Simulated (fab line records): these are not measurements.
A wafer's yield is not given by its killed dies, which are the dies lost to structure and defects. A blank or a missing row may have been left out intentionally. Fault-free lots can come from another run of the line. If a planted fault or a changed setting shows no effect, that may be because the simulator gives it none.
Matching of chambers	flow berkeleyCmos170	UCB170_M2_STRIP_08 on wetBench-01 has 4 sister chambers
The step strips KrF in DMSO, time 600 s. 8 wafers are shown with their chamber, then 7 later ones without.

== WAFERS PAIRED WITH THEIR CHAMBERS ==
wafer	chamber	bathHeatDutyPct (%)	bathGuardTempC (C)
L669.4	2	16.7	80.2
L669.6	2	17.1	79.8
L683.2	3	22.2	78.6
L683.5	3	21.8	78.8
L686.2	1	17.4	79.6
L686.3	1	19.4	79.5
L691.1	0	17.2	79.9
L691.4	0	15.3	79.6

== WAFERS WHOSE CHAMBER IS MISSING ==
wafer	bathHeatDutyPct (%)	bathGuardTempC (C)
L691.6	15.1	80.2
L690.1	16.4	80.0
L690.2	15.7	80.2
L690.5	15.9	80.5
L689.1	17.1	79.2
L689.2	17.4	79.8
L689.5	18.1	79.9

== WHICH CHAMBER EACH WENT THROUGH ==
wafer	from the rows above	in truth
L691.6	can't be placed: 2 or 0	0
L690.1	can't be placed: 2 or 0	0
L690.2	can't be placed: 2 or 0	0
L690.5	can't be placed: 2 or 0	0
L689.1	can't be placed: 1 or 0 or 2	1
L689.2	can't be placed: 2 or 0 or 1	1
L689.5	can't be placed: 2 or 1 or 0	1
Placed correctly: 0 of 7. Unplaceable from these rows: 7, with the true chamber sitting among the candidates in 7. Wrongly placed: 0.
How it was worked out, from the rows above alone: a wafer's distance from a chamber is the root of the sum, over the readings, of the square of ((its reading less the chamber's mean) divided by the reading's scatter). If the next closest chamber is less than 2 further off than the closest, the wafer can't be placed; otherwise it belongs to the closest. Each chamber's mean is taken over the wafers shown for it. The scatter: take each reading less its chamber's mean, square it, sum over the shown wafers, divide by the number of wafers less the number of chambers, and take the root.
